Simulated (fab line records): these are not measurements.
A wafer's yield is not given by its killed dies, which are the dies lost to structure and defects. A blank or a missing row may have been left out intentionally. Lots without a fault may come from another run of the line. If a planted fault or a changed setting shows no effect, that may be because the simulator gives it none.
fab line records / flow berkeley-cmos170
record lots=7 wafers=21 last-day=12
route steps=331 shown WELLDRIVE@58 ACTIVE@60
lots that met no fault: taken from a fault-free run of the same line
start-h: the number of hours between the record's first day and the start of the first shown wafer of the lot / wait-h: hours since the lot's step before / " same as the row above / L1.1+2: a single row standing in for several wafers / - no value, or no start was given / * or withheld: withheld / < > ~ a bound
route shown NAME@n: names a module that has steps shown in the file, with the first one's number in the route / usual: average and standard deviation across the fault-free wafers / same: alike in all rows / chamber/n: place in a boat / sites: per-site readings / _std_site: the standard deviation of these / _edge_site: outer sites' mean less inner sites' / radius-mm: how far each site lies from the wafer's centre / mask NAME#n: copy n / behind: tool/chamber where the wafer was last shaped / hold: why the lot was held/for how many hours/how that ended / device: names the non-switching transistor (n, p or np) / end of line: tests run on the same wafers once the route is complete / where a step has no rows: the recipe by itself / killed: dies lost to structure and defects at the first sort, not the wafer's yield / map: per-die view of a wafer (x killed, . not killed, _ where there is no die)
set.NAME: the setting the step ran with; set.NAME@STEP: the setting that earlier step ran with / model.NAME: the simulator's own value behind a step, which no gauge read
certain route steps with their lots: each step a table, each wafer a row
services: from which hour (start-h, from the record's first day; less than 0 if before it) a tool's chamber was out of use, for how many hours, and why
## steps
# step UCB170_WELLDRIVE_ANNEAL_03
# recipe temp-c=1100 time-s=900 ambient=N2
# step UCB170_WELLDRIVE_WET_ETCH_04
# recipe chemistry=BOE dilution=5:1 target=SiO2 temp-c=25 time-s=120
# step UCB170_ACTIVE_CLEAN_00
# recipe chemistry=SPM temp-c=120 time-s=600
# step UCB170_ACTIVE_CLEAN_01
# recipe chemistry=dHF dilution=25:1 time-s=60
# step UCB170_ACTIVE_OXIDATION_02
# recipe temp-c=1000 ambient=O2 target-thk-a=264 ox-time-s=1260
# step UCB170_ACTIVE_THK_MEAS_03
# recipe reads=SiO2_of_ACTIVE_OXIDATION_02
# usual ACTIVE_OXIDE_THK=26.5/0.55
lot.wafer=L832.1 tool=film-metro-03 chamber=- start-h=90.95 wait-h=0.0 ACTIVE_OXIDE_THK[nm]=26.6
lot.wafer=L832.3 tool=film-metro-03 chamber=- start-h=90.95 wait-h=0.0 ACTIVE_OXIDE_THK[nm]=26.1
lot.wafer=L832.4 tool=film-metro-03 chamber=- start-h=90.95 wait-h=0.0 ACTIVE_OXIDE_THK[nm]=26.2
lot.wafer=L838.3 tool=film-metro-02 chamber=- start-h=118.70 wait-h=0.0 ACTIVE_OXIDE_THK[nm]=26.9
lot.wafer=L838.4 tool=film-metro-02 chamber=- start-h=118.70 wait-h=0.0 ACTIVE_OXIDE_THK[nm]=26.5
lot.wafer=L838.5 tool=film-metro-02 chamber=- start-h=118.70 wait-h=0.0 ACTIVE_OXIDE_THK[nm]=26.6
lot.wafer=L842.2 tool=film-metro-03 chamber=- start-h=137.26 wait-h=0.0 ACTIVE_OXIDE_THK[nm]=26.2
lot.wafer=L842.3 tool=film-metro-03 chamber=- start-h=137.26 wait-h=0.0 ACTIVE_OXIDE_THK[nm]=26.4
lot.wafer=L842.6 tool=film-metro-03 chamber=- start-h=137.26 wait-h=0.0 ACTIVE_OXIDE_THK[nm]=26.4
lot.wafer=L846.1 tool=film-metro-02 chamber=- start-h=161.72 wait-h=0.0 ACTIVE_OXIDE_THK[nm]=25.9
lot.wafer=L846.2 tool=film-metro-02 chamber=- start-h=161.72 wait-h=0.0 ACTIVE_OXIDE_THK[nm]=26.0
lot.wafer=L846.3 tool=film-metro-02 chamber=- start-h=161.72 wait-h=0.0 ACTIVE_OXIDE_THK[nm]=26.1
lot.wafer=L847.1 tool=film-metro-03 chamber=- start-h=161.72 wait-h=0.0 ACTIVE_OXIDE_THK[nm]=27.7
lot.wafer=L847.5 tool=film-metro-03 chamber=- start-h=161.72 wait-h=0.0 ACTIVE_OXIDE_THK[nm]=27.0
lot.wafer=L847.6 tool=film-metro-03 chamber=- start-h=161.72 wait-h=0.0 ACTIVE_OXIDE_THK[nm]=26.8
lot.wafer=L848.2 tool=film-metro-03 chamber=- start-h=167.74 wait-h=0.0 ACTIVE_OXIDE_THK[nm]=27.3
lot.wafer=L848.3 tool=film-metro-03 chamber=- start-h=167.74 wait-h=0.0 ACTIVE_OXIDE_THK[nm]=27.6
lot.wafer=L848.6 tool=film-metro-03 chamber=- start-h=167.74 wait-h=0.0 ACTIVE_OXIDE_THK[nm]=27.2
lot.wafer=L851.3 tool=film-metro-02 chamber=- start-h=180.94 wait-h=0.0 ACTIVE_OXIDE_THK[nm]=27.0
lot.wafer=L851.4 tool=film-metro-02 chamber=- start-h=180.94 wait-h=0.0 ACTIVE_OXIDE_THK[nm]=26.5
lot.wafer=L851.6 tool=film-metro-02 chamber=- start-h=180.94 wait-h=0.0 ACTIVE_OXIDE_THK[nm]=26.6
# step UCB170_ACTIVE_ANNEAL_04
# recipe temp-c=1000 time-s=900 ambient=N2
# step UCB170_ACTIVE_CVD_05
# recipe material=Si3N4 target-thk-nm=220 temp-c=800 precursor=SiH2Cl2/NH3 time-s=3300 pressure-mtorr=200 sih2cl2-flow-sccm=25 nh3-flow-sccm=75
# step UCB170_ACTIVE_THK_MEAS_06
# recipe reads=Si3N4_of_ACTIVE_CVD_05
# usual ACTIVE_NITRIDE_THK=219.1/1.7
lot.wafer=L832.1 tool=film-metro-01 chamber=- start-h=96.30 wait-h=0.0 ACTIVE_NITRIDE_THK[nm]=218.4
lot.wafer=L832.3 tool=film-metro-01 chamber=- start-h=96.30 wait-h=0.0 ACTIVE_NITRIDE_THK[nm]=218.7
lot.wafer=L832.4 tool=film-metro-01 chamber=- start-h=96.30 wait-h=0.0 ACTIVE_NITRIDE_THK[nm]=218.8
lot.wafer=L838.3 tool=film-metro-03 chamber=- start-h=124.72 wait-h=0.0 ACTIVE_NITRIDE_THK[nm]=218.4
lot.wafer=L838.4 tool=film-metro-03 chamber=- start-h=124.72 wait-h=0.0 ACTIVE_NITRIDE_THK[nm]=216.8
lot.wafer=L838.5 tool=film-metro-03 chamber=- start-h=124.72 wait-h=0.0 ACTIVE_NITRIDE_THK[nm]=218.3
lot.wafer=L842.2 tool=film-metro-02 chamber=- start-h=144.68 wait-h=0.0 ACTIVE_NITRIDE_THK[nm]=219.5
lot.wafer=L842.3 tool=film-metro-02 chamber=- start-h=144.68 wait-h=0.0 ACTIVE_NITRIDE_THK[nm]=218.4
lot.wafer=L842.6 tool=film-metro-02 chamber=- start-h=144.68 wait-h=0.0 ACTIVE_NITRIDE_THK[nm]=217.7
lot.wafer=L846.1 tool=film-metro-02 chamber=- start-h=167.49 wait-h=0.0 ACTIVE_NITRIDE_THK[nm]=218.9
lot.wafer=L846.2 tool=film-metro-02 chamber=- start-h=167.49 wait-h=0.0 ACTIVE_NITRIDE_THK[nm]=216.9
lot.wafer=L846.3 tool=film-metro-02 chamber=- start-h=167.49 wait-h=0.0 ACTIVE_NITRIDE_THK[nm]=218.3
lot.wafer=L847.1 tool=film-metro-03 chamber=- start-h=167.49 wait-h=0.0 ACTIVE_NITRIDE_THK[nm]=216.0
lot.wafer=L847.5 tool=film-metro-03 chamber=- start-h=167.49 wait-h=0.0 ACTIVE_NITRIDE_THK[nm]=217.3
lot.wafer=L847.6 tool=film-metro-03 chamber=- start-h=167.49 wait-h=0.0 ACTIVE_NITRIDE_THK[nm]=217.2
lot.wafer=L848.2 tool=film-metro-01 chamber=- start-h=174.39 wait-h=0.0 ACTIVE_NITRIDE_THK[nm]=221.2
lot.wafer=L848.3 tool=film-metro-01 chamber=- start-h=174.39 wait-h=0.0 ACTIVE_NITRIDE_THK[nm]=222.2
lot.wafer=L848.6 tool=film-metro-01 chamber=- start-h=174.39 wait-h=0.0 ACTIVE_NITRIDE_THK[nm]=220.5
lot.wafer=L851.3 tool=film-metro-01 chamber=- start-h=187.36 wait-h=0.1 ACTIVE_NITRIDE_THK[nm]=218.8
lot.wafer=L851.4 tool=film-metro-01 chamber=- start-h=187.36 wait-h=0.1 ACTIVE_NITRIDE_THK[nm]=219.2
lot.wafer=L851.6 tool=film-metro-01 chamber=- start-h=187.36 wait-h=0.1 ACTIVE_NITRIDE_THK[nm]=218.0
# step UCB170_ACTIVE_HMDS_07
# recipe prime-time-s=60 prime-temp-c=100
# step UCB170_ACTIVE_COAT_08
# recipe resist=KrF spin-rpm=1500 resist-thk-nm=900
# step UCB170_ACTIVE_SOFTBAKE_09
# recipe resist=KrF temp-c=130 time-s=60
# step UCB170_ACTIVE_EXPOSE_10
# recipe mask-id=ACTIVE target-cd-nm=1200 na=0.5 sigma-outer=0.6 source-shape=conventional dose-mj=20
# usual exposure-dose-mJ-cm2=19.990/0.021
lot.wafer=L832.1 tool=krf-scanner-01 chamber=0 start-h=97.05 wait-h=0.4 mask=ACTIVE#0 exposure-dose-mJ-cm2=20.005
lot.wafer=L832.3 tool=krf-scanner-01 chamber=0 start-h=97.05 wait-h=0.4 mask=ACTIVE#0 exposure-dose-mJ-cm2=20.004
lot.wafer=L832.4 tool=krf-scanner-01 chamber=0 start-h=97.05 wait-h=0.4 mask=ACTIVE#0 exposure-dose-mJ-cm2=19.967
lot.wafer=L838.3 tool=krf-scanner-01 chamber=0 start-h=125.77 wait-h=0.1 mask=ACTIVE#0 exposure-dose-mJ-cm2=19.990
lot.wafer=L838.4 tool=krf-scanner-01 chamber=0 start-h=125.77 wait-h=0.1 mask=ACTIVE#0 exposure-dose-mJ-cm2=20.027
lot.wafer=L838.5 tool=krf-scanner-01 chamber=0 start-h=125.77 wait-h=0.1 mask=ACTIVE#0 exposure-dose-mJ-cm2=20.008
lot.wafer=L842.2 tool=krf-scanner-02 chamber=0 start-h=145.38 wait-h=0.3 mask=ACTIVE#0 exposure-dose-mJ-cm2=20.002
lot.wafer=L842.3 tool=krf-scanner-02 chamber=0 start-h=145.38 wait-h=0.3 mask=ACTIVE#0 exposure-dose-mJ-cm2=19.998
lot.wafer=L842.6 tool=krf-scanner-02 chamber=0 start-h=145.38 wait-h=0.3 mask=ACTIVE#0 exposure-dose-mJ-cm2=19.980
lot.wafer=L847.1 tool=krf-scanner-02 chamber=0 start-h=168.21 wait-h=0.1 mask=ACTIVE#0 exposure-dose-mJ-cm2=21.552
lot.wafer=L847.5 tool=krf-scanner-02 chamber=0 start-h=168.21 wait-h=0.1 mask=ACTIVE#0 exposure-dose-mJ-cm2=21.587
lot.wafer=L847.6 tool=krf-scanner-02 chamber=0 start-h=168.21 wait-h=0.1 mask=ACTIVE#0 exposure-dose-mJ-cm2=21.604
lot.wafer=L846.1 tool=krf-scanner-02 chamber=0 start-h=168.44 wait-h=0.1 mask=ACTIVE#0 exposure-dose-mJ-cm2=21.581
lot.wafer=L846.2 tool=krf-scanner-02 chamber=0 start-h=168.44 wait-h=0.1 mask=ACTIVE#0 exposure-dose-mJ-cm2=21.569
lot.wafer=L846.3 tool=krf-scanner-02 chamber=0 start-h=168.44 wait-h=0.1 mask=ACTIVE#0 exposure-dose-mJ-cm2=21.596
lot.wafer=L848.2 tool=krf-scanner-02 chamber=0 start-h=174.91 wait-h=0.1 mask=ACTIVE#0 exposure-dose-mJ-cm2=20.993
lot.wafer=L848.3 tool=krf-scanner-02 chamber=0 start-h=174.91 wait-h=0.1 mask=ACTIVE#0 exposure-dose-mJ-cm2=21.000
lot.wafer=L848.6 tool=krf-scanner-02 chamber=0 start-h=174.91 wait-h=0.1 mask=ACTIVE#0 exposure-dose-mJ-cm2=21.012
lot.wafer=L851.3 tool=krf-scanner-01 chamber=0 start-h=188.53 wait-h=0.2 mask=ACTIVE#0 exposure-dose-mJ-cm2=19.955
lot.wafer=L851.4 tool=krf-scanner-01 chamber=0 start-h=188.53 wait-h=0.2 mask=ACTIVE#0 exposure-dose-mJ-cm2=19.967
lot.wafer=L851.6 tool=krf-scanner-01 chamber=0 start-h=188.53 wait-h=0.2 mask=ACTIVE#0 exposure-dose-mJ-cm2=19.954
# step UCB170_ACTIVE_PEB_11
# recipe peb-temp-c=130 peb-time-s=withheld resist=KrF
# step UCB170_ACTIVE_DEVELOP_12
# recipe developer=TMAH develop-time-s=45 resist=KrF dev-temp-c=21
# step UCB170_ACTIVE_CD_MEAS_13
# recipe target-cd-nm=1200
# usual cd-nm=1200.2/1.1
lot.wafer=L832.1 tool=cd-sem-01 chamber=- start-h=97.47 wait-h=- cd-nm=1201.7
lot.wafer=L832.3 tool=cd-sem-01 chamber=- start-h=97.47 wait-h=- cd-nm=1202.4
lot.wafer=L832.4 tool=cd-sem-01 chamber=- start-h=97.47 wait-h=- cd-nm=1202.8
lot.wafer=L838.3 tool=cd-sem-02 chamber=- start-h=126.49 wait-h=- cd-nm=1199.9
lot.wafer=L838.4 tool=cd-sem-02 chamber=- start-h=126.49 wait-h=- cd-nm=1199.8
lot.wafer=L838.5 tool=cd-sem-02 chamber=- start-h=126.49 wait-h=- cd-nm=1201.6
lot.wafer=L842.2 tool=cd-sem-02 chamber=- start-h=145.77 wait-h=- cd-nm=1199.6
lot.wafer=L842.3 tool=cd-sem-02 chamber=- start-h=145.77 wait-h=- cd-nm=1199.8
lot.wafer=L842.6 tool=cd-sem-02 chamber=- start-h=145.77 wait-h=- cd-nm=1200.8
lot.wafer=L847.1 tool=cd-sem-01 chamber=- start-h=168.97 wait-h=- cd-nm=1188.1
lot.wafer=L847.5 tool=cd-sem-01 chamber=- start-h=168.97 wait-h=- cd-nm=1188.6
lot.wafer=L847.6 tool=cd-sem-01 chamber=- start-h=168.97 wait-h=- cd-nm=1190.2
lot.wafer=L846.1 tool=cd-sem-01 chamber=- start-h=169.21 wait-h=- cd-nm=1185.2
lot.wafer=L846.2 tool=cd-sem-01 chamber=- start-h=169.21 wait-h=- cd-nm=1185.4
lot.wafer=L846.3 tool=cd-sem-01 chamber=- start-h=169.21 wait-h=- cd-nm=1186.7
lot.wafer=L848.2 tool=cd-sem-01 chamber=- start-h=175.30 wait-h=- cd-nm=1191.4
lot.wafer=L848.3 tool=cd-sem-01 chamber=- start-h=175.30 wait-h=- cd-nm=1189.7
lot.wafer=L848.6 tool=cd-sem-01 chamber=- start-h=175.30 wait-h=- cd-nm=1191.5
lot.wafer=L851.3 tool=cd-sem-01 chamber=- start-h=189.72 wait-h=- cd-nm=1199.6
lot.wafer=L851.4 tool=cd-sem-01 chamber=- start-h=189.72 wait-h=- cd-nm=1200.9
lot.wafer=L851.6 tool=cd-sem-01 chamber=- start-h=189.72 wait-h=- cd-nm=1201.5
# step UCB170_ACTIVE_OVL_MEAS_14
# usual ACTIVE_OVL=1/4.7
lot.wafer=L832.1 tool=overlay-02 chamber=- start-h=97.59 wait-h=0.1 ACTIVE_OVL[nm]=5
lot.wafer=L832.3 tool=overlay-02 chamber=- start-h=97.59 wait-h=0.1 ACTIVE_OVL[nm]=7
lot.wafer=L832.4 tool=overlay-02 chamber=- start-h=97.59 wait-h=0.1 ACTIVE_OVL[nm]=7
lot.wafer=L838.3 tool=overlay-01 chamber=- start-h=126.59 wait-h=0.1 ACTIVE_OVL[nm]=2
lot.wafer=L838.4 tool=overlay-01 chamber=- start-h=126.59 wait-h=0.1 ACTIVE_OVL[nm]=1
lot.wafer=L838.5 tool=overlay-01 chamber=- start-h=126.59 wait-h=0.1 ACTIVE_OVL[nm]=1
lot.wafer=L842.2 tool=overlay-01 chamber=- start-h=145.88 wait-h=0.1 ACTIVE_OVL[nm]=4
lot.wafer=L842.3 tool=overlay-01 chamber=- start-h=145.88 wait-h=0.1 ACTIVE_OVL[nm]=2
lot.wafer=L842.6 tool=overlay-01 chamber=- start-h=145.88 wait-h=0.1 ACTIVE_OVL[nm]=2
lot.wafer=L847.1 tool=overlay-01 chamber=- start-h=169.09 wait-h=0.1 ACTIVE_OVL[nm]=2
lot.wafer=L847.5 tool=overlay-01 chamber=- start-h=169.09 wait-h=0.1 ACTIVE_OVL[nm]=-1
lot.wafer=L847.6 tool=overlay-01 chamber=- start-h=169.09 wait-h=0.1 ACTIVE_OVL[nm]=1
lot.wafer=L846.1 tool=overlay-01 chamber=- start-h=169.33 wait-h=0.1 ACTIVE_OVL[nm]=-6
lot.wafer=L846.2 tool=overlay-01 chamber=- start-h=169.33 wait-h=0.1 ACTIVE_OVL[nm]=-6
lot.wafer=L846.3 tool=overlay-01 chamber=- start-h=169.33 wait-h=0.1 ACTIVE_OVL[nm]=-5
lot.wafer=L848.2 tool=overlay-01 chamber=- start-h=175.41 wait-h=0.1 ACTIVE_OVL[nm]=-4
lot.wafer=L848.3 tool=overlay-01 chamber=- start-h=175.41 wait-h=0.1 ACTIVE_OVL[nm]=-4
lot.wafer=L848.6 tool=overlay-01 chamber=- start-h=175.41 wait-h=0.1 ACTIVE_OVL[nm]=-7
lot.wafer=L851.3 tool=overlay-02 chamber=- start-h=189.81 wait-h=0.1 ACTIVE_OVL[nm]=2
lot.wafer=L851.4 tool=overlay-02 chamber=- start-h=189.81 wait-h=0.1 ACTIVE_OVL[nm]=2
lot.wafer=L851.6 tool=overlay-02 chamber=- start-h=189.81 wait-h=0.1 ACTIVE_OVL[nm]=5
# step UCB170_ACTIVE_ETCH_15
# recipe chemistry=CH3F/Ar/O2 target=Si3N4 stop-on=SiO2 CH3F_flow_sccm=20 Ar_flow_sccm=50 O2_flow_sccm=7 pressure-mtorr=50 rf-w=450 target-depth-a=2420 over-etch-frac=0.1 time-s=151
# usual drypump-motor-current-A=5.7/0.45 oes-product-au=0.942/0.014 throttle-valve-pct=8.10/0.11
# same time-s=151
lot.wafer=L832.1 tool=rie-diel-04 chamber=2 start-h=97.63 wait-h=0.0 drypump-motor-current-A=5.4 oes-product-au=0.918 rf-hours-counter-h=120 throttle-valve-pct=8.19 model.ACTIVE.cd-nm=1202
lot.wafer=L832.3 tool=rie-diel-04 chamber=3 start-h=97.63 wait-h=0.0 drypump-motor-current-A=5.7 oes-product-au=0.945 rf-hours-counter-h=111 throttle-valve-pct=7.97 model.ACTIVE.cd-nm=1203
lot.wafer=L832.4 tool=rie-diel-04 chamber=0 start-h=97.63 wait-h=0.0 drypump-motor-current-A=5.7 oes-product-au=0.955 rf-hours-counter-h=34 throttle-valve-pct=8.29 model.ACTIVE.cd-nm=1203
lot.wafer=L838.3 tool=rie-diel-01 chamber=0 start-h=126.61 wait-h=0.0 drypump-motor-current-A=5.0 oes-product-au=0.928 rf-hours-counter-h=16 throttle-valve-pct=8.13 model.ACTIVE.cd-nm=1200
lot.wafer=L838.4 tool=rie-diel-01 chamber=1 start-h=126.61 wait-h=0.0 drypump-motor-current-A=5.8 oes-product-au=0.941 rf-hours-counter-h=- throttle-valve-pct=8.15 model.ACTIVE.cd-nm=1200
lot.wafer=L838.5 tool=rie-diel-01 chamber=2 start-h=126.61 wait-h=0.0 drypump-motor-current-A=6.5 oes-product-au=0.940 rf-hours-counter-h=- throttle-valve-pct=8.17 model.ACTIVE.cd-nm=1201
lot.wafer=L842.2 tool=rie-diel-04 chamber=1 start-h=145.91 wait-h=0.0 drypump-motor-current-A=6.4 oes-product-au=0.927 rf-hours-counter-h=99 throttle-valve-pct=8.06 model.ACTIVE.cd-nm=1200
lot.wafer=L842.3 tool=rie-diel-04 chamber=0 start-h=145.91 wait-h=0.0 drypump-motor-current-A=5.7 oes-product-au=0.954 rf-hours-counter-h=35 throttle-valve-pct=8.28 model.ACTIVE.cd-nm=1200
lot.wafer=L842.6 tool=rie-diel-04 chamber=2 start-h=145.91 wait-h=0.0 drypump-motor-current-A=5.4 oes-product-au=0.913 rf-hours-counter-h=- throttle-valve-pct=8.19 model.ACTIVE.cd-nm=1201
lot.wafer=L847.1 tool=rie-diel-03 chamber=1 start-h=169.12 wait-h=0.0 drypump-motor-current-A=5.6 oes-product-au=0.941 rf-hours-counter-h=22 throttle-valve-pct=8.14 model.ACTIVE.cd-nm=1189
lot.wafer=L847.5 tool=rie-diel-03 chamber=2 start-h=169.12 wait-h=0.0 drypump-motor-current-A=6.1 oes-product-au=0.957 rf-hours-counter-h=- throttle-valve-pct=8.11 model.ACTIVE.cd-nm=1189
lot.wafer=L847.6 tool=rie-diel-03 chamber=1 start-h=169.12 wait-h=0.0 drypump-motor-current-A=5.6 oes-product-au=0.943 rf-hours-counter-h=- throttle-valve-pct=8.16 model.ACTIVE.cd-nm=1190
lot.wafer=L846.1 tool=rie-diel-04 chamber=0 start-h=169.36 wait-h=0.0 drypump-motor-current-A=5.7 oes-product-au=0.967 rf-hours-counter-h=37 throttle-valve-pct=8.27 model.ACTIVE.cd-nm=1186
lot.wafer=L846.2 tool=rie-diel-04 chamber=3 start-h=169.36 wait-h=0.0 drypump-motor-current-A=5.7 oes-product-au=0.941 rf-hours-counter-h=115 throttle-valve-pct=7.95 model.ACTIVE.cd-nm=1186
lot.wafer=L846.3 tool=rie-diel-04 chamber=2 start-h=169.36 wait-h=0.0 drypump-motor-current-A=5.4 oes-product-au=0.925 rf-hours-counter-h=123 throttle-valve-pct=8.20 model.ACTIVE.cd-nm=1187
lot.wafer=L848.2 tool=rie-diel-03 chamber=1 start-h=175.44 wait-h=0.0 drypump-motor-current-A=5.5 oes-product-au=0.956 rf-hours-counter-h=23 throttle-valve-pct=8.14 model.ACTIVE.cd-nm=1192
lot.wafer=L848.3 tool=rie-diel-03 chamber=2 start-h=175.44 wait-h=0.0 drypump-motor-current-A=6.2 oes-product-au=0.973 rf-hours-counter-h=2 throttle-valve-pct=8.10 model.ACTIVE.cd-nm=1190
lot.wafer=L848.6 tool=rie-diel-03 chamber=1 start-h=175.44 wait-h=0.0 drypump-motor-current-A=5.6 oes-product-au=0.955 rf-hours-counter-h=- throttle-valve-pct=8.17 model.ACTIVE.cd-nm=1192
lot.wafer=L851.3 tool=rie-diel-03 chamber=1 start-h=189.84 wait-h=0.0 drypump-motor-current-A=5.6 oes-product-au=0.941 rf-hours-counter-h=23 throttle-valve-pct=8.15 model.ACTIVE.cd-nm=1200
lot.wafer=L851.4 tool=rie-diel-03 chamber=1 start-h=189.84 wait-h=0.0 drypump-motor-current-A=5.6 oes-product-au=0.948 rf-hours-counter-h=- throttle-valve-pct=8.14 model.ACTIVE.cd-nm=1201
lot.wafer=L851.6 tool=rie-diel-03 chamber=3 start-h=189.84 wait-h=0.0 drypump-motor-current-A=5.0 oes-product-au=0.928 rf-hours-counter-h=- throttle-valve-pct=7.94 model.ACTIVE.cd-nm=1202
# step UCB170_ACTIVE_STRIP_16
# recipe chemistry=O2 power-w=400 pressure-mtorr=3500 platen-temp-c=withheld o2-flow-sccm=400 overash-fraction=0.5
# usual drypump-motor-current-A=5.80/0.21 oes-product-au=0.721/0.0047 strip-time-to-endpoint-s=18.21/0.12
lot.wafer=L832.1 tool=plasma-asher-01 chamber=1 start-h=97.73 wait-h=0.1 drypump-motor-current-A=5.58 oes-product-au=0.722 rf-hours-counter-h=31 strip-time-to-endpoint-s=18.24
lot.wafer=L832.3 tool=plasma-asher-01 chamber=0 start-h=97.73 wait-h=0.1 drypump-motor-current-A=5.49 oes-product-au=0.715 rf-hours-counter-h=- strip-time-to-endpoint-s=18.28
lot.wafer=L832.4 tool=plasma-asher-01 chamber=1 start-h=97.73 wait-h=0.1 drypump-motor-current-A=5.59 oes-product-au=0.723 rf-hours-counter-h=- strip-time-to-endpoint-s=18.18
lot.wafer=L838.3 tool=plasma-asher-03 chamber=1 start-h=126.74 wait-h=0.1 drypump-motor-current-A=5.73 oes-product-au=0.722 rf-hours-counter-h=- strip-time-to-endpoint-s=18.13
lot.wafer=L838.4 tool=plasma-asher-03 chamber=0 start-h=126.74 wait-h=0.1 drypump-motor-current-A=6.01 oes-product-au=0.723 rf-hours-counter-h=- strip-time-to-endpoint-s=18.07
lot.wafer=L838.5 tool=plasma-asher-03 chamber=1 start-h=126.74 wait-h=0.1 drypump-motor-current-A=5.74 oes-product-au=0.725 rf-hours-counter-h=- strip-time-to-endpoint-s=18.22
lot.wafer=L842.2 tool=plasma-asher-01 chamber=1 start-h=146.01 wait-h=0.1 drypump-motor-current-A=5.58 oes-product-au=0.719 rf-hours-counter-h=37 strip-time-to-endpoint-s=18.29
lot.wafer=L842.3 tool=plasma-asher-01 chamber=1 start-h=146.01 wait-h=0.1 drypump-motor-current-A=5.59 oes-product-au=0.723 rf-hours-counter-h=- strip-time-to-endpoint-s=18.23
lot.wafer=L842.6 tool=plasma-asher-01 chamber=1 start-h=146.01 wait-h=0.1 drypump-motor-current-A=5.60 oes-product-au=0.717 rf-hours-counter-h=- strip-time-to-endpoint-s=18.27
lot.wafer=L847.1 tool=plasma-asher-03 chamber=0 start-h=169.23 wait-h=0.1 drypump-motor-current-A=6.00 oes-product-au=0.731 rf-hours-counter-h=47 strip-time-to-endpoint-s=18.26
lot.wafer=L847.5 tool=plasma-asher-03 chamber=1 start-h=169.23 wait-h=0.1 drypump-motor-current-A=5.74 oes-product-au=0.716 rf-hours-counter-h=- strip-time-to-endpoint-s=18.14
lot.wafer=L847.6 tool=plasma-asher-03 chamber=0 start-h=169.23 wait-h=0.1 drypump-motor-current-A=6.01 oes-product-au=0.719 rf-hours-counter-h=- strip-time-to-endpoint-s=18.26
lot.wafer=L846.1 tool=plasma-asher-01 chamber=1 start-h=169.47 wait-h=0.1 drypump-motor-current-A=5.59 oes-product-au=0.714 rf-hours-counter-h=40 strip-time-to-endpoint-s=18.13
lot.wafer=L846.2 tool=plasma-asher-01 chamber=0 start-h=169.47 wait-h=0.1 drypump-motor-current-A=5.52 oes-product-au=0.720 rf-hours-counter-h=40 strip-time-to-endpoint-s=18.16
lot.wafer=L846.3 tool=plasma-asher-01 chamber=1 start-h=169.47 wait-h=0.1 drypump-motor-current-A=5.60 oes-product-au=0.723 rf-hours-counter-h=- strip-time-to-endpoint-s=18.12
lot.wafer=L848.2 tool=plasma-asher-02 chamber=1 start-h=175.54 wait-h=0.1 drypump-motor-current-A=6.09 oes-product-au=0.719 rf-hours-counter-h=7 strip-time-to-endpoint-s=18.22
lot.wafer=L848.3 tool=plasma-asher-02 chamber=1 start-h=175.54 wait-h=0.1 drypump-motor-current-A=6.09 oes-product-au=0.715 rf-hours-counter-h=- strip-time-to-endpoint-s=18.09
lot.wafer=L848.6 tool=plasma-asher-02 chamber=0 start-h=175.54 wait-h=0.1 drypump-motor-current-A=5.93 oes-product-au=0.713 rf-hours-counter-h=- strip-time-to-endpoint-s=18.24
lot.wafer=L851.3 tool=plasma-asher-02 chamber=0 start-h=189.97 wait-h=0.1 drypump-motor-current-A=5.89 oes-product-au=0.719 rf-hours-counter-h=- strip-time-to-endpoint-s=18.05
lot.wafer=L851.4 tool=plasma-asher-02 chamber=1 start-h=189.97 wait-h=0.1 drypump-motor-current-A=6.10 oes-product-au=0.717 rf-hours-counter-h=- strip-time-to-endpoint-s=18.05
lot.wafer=L851.6 tool=plasma-asher-02 chamber=0 start-h=189.97 wait-h=0.1 drypump-motor-current-A=5.90 oes-product-au=0.724 rf-hours-counter-h=- strip-time-to-endpoint-s=18.23
## services
tool=plasma-asher-03 chamber=- start-h=79.67 hours=0.7 kind=repair
tool=rie-diel-03 chamber=3 start-h=80.75 hours=16.1 kind=repair
tool=krf-scanner-01 chamber=- start-h=91.67 hours=0.8 kind=pm
tool=rie-diel-01 chamber=3 start-h=91.86 hours=16.3 kind=repair
tool=krf-scanner-02 chamber=- start-h=92.42 hours=1.0 kind=pm
tool=krf-scanner-02 chamber=- start-h=103.67 hours=1.3 kind=pm
tool=krf-scanner-01 chamber=- start-h=108.35 hours=0.8 kind=repair
tool=plasma-asher-02 chamber=- start-h=108.75 hours=9.0 kind=pm
tool=plasma-asher-02 chamber=0 start-h=108.75 hours=9.0 kind=vent-cycle
tool=krf-scanner-01 chamber=- start-h=109.67 hours=1.3 kind=pm
tool=krf-scanner-02 chamber=- start-h=114.97 hours=0.8 kind=pm
tool=krf-scanner-02 chamber=0 start-h=119.69 hours=- kind=calibration
tool=rie-diel-03 chamber=2 start-h=119.86 hours=- kind=clean
tool=rie-diel-03 chamber=2 start-h=119.86 hours=21.3 kind=scheduled-down
tool=rie-diel-03 chamber=2 start-h=119.86 hours=21.3 kind=vent-cycle
tool=krf-scanner-01 chamber=- start-h=134.77 hours=0.6 kind=repair
tool=krf-scanner-01 chamber=- start-h=137.20 hours=4.4 kind=pm
tool=krf-scanner-01 chamber=0 start-h=151.21 hours=- kind=calibration
tool=rie-diel-04 chamber=0 start-h=158.09 hours=3.2 kind=repair
tool=krf-scanner-01 chamber=- start-h=181.55 hours=1.0 kind=pm
tool=plasma-asher-01 chamber=- start-h=187.29 hours=3.8 kind=repair
tool=rie-diel-03 chamber=0 start-h=188.29 hours=- kind=clean
tool=rie-diel-03 chamber=0 start-h=188.29 hours=13.1 kind=scheduled-down
tool=rie-diel-03 chamber=0 start-h=188.29 hours=13.1 kind=vent-cycle
## key
first-sign step=UCB170_ACTIVE_EXPOSE_10 reading=exposure-dose-mJ-cm2 direction=up sigmas=67 usual=19.990 struck=21.388
effect step=UCB170_ACTIVE_CD_MEAS_13 reading=cd-nm direction=down sigmas=10 usual=1200.2 struck=1188.5 through=control-loop
model-effect step=UCB170_ACTIVE_ETCH_15 value=ACTIVE.cd-nm without=1201 struck=1189
met-at UCB170_ACTIVE_EXPOSE_10
struck-wafers L846.1,L846.2,L846.3,L847.1,L847.5,L847.6,L848.2,L848.3,L848.6
rows-end L846.1,L848.2,L848.6
sort-left-out L847.1,L847.5,L847.6
tester-left-out L846,L847,L848
loop-trim step=UCB170_ACTIVE_EXPOSE_10 setting=dose lots=L848
onset-between 145.38 168.21
fault kind=process-parameter-drift tool=krf-scanner-02 chamber=- onset-h=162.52 steps=UCB170_ACTIVE_EXPOSE_10 channel=dose-mj offset=1.5826 shape=step acts-in=these-recipes-only stated=20
# tester-left-out: of these lots the tester's yield and bins aren't shown, on N5 and GAA mostly nor the transistor test; their killed dies are dies lost to structure and defects alone, not to doping, threshold or leakage, so they don't give the yield
# sort-left-out: the simulated sort isn't trusted on such a fault, so these wafers' sort isn't shown, and their yield isn't known
# rows-end: these wafers met a further fault down the route, and their rows from its step on are left out
# loop-trim: a control loop set the setting to another value than it would have without faults
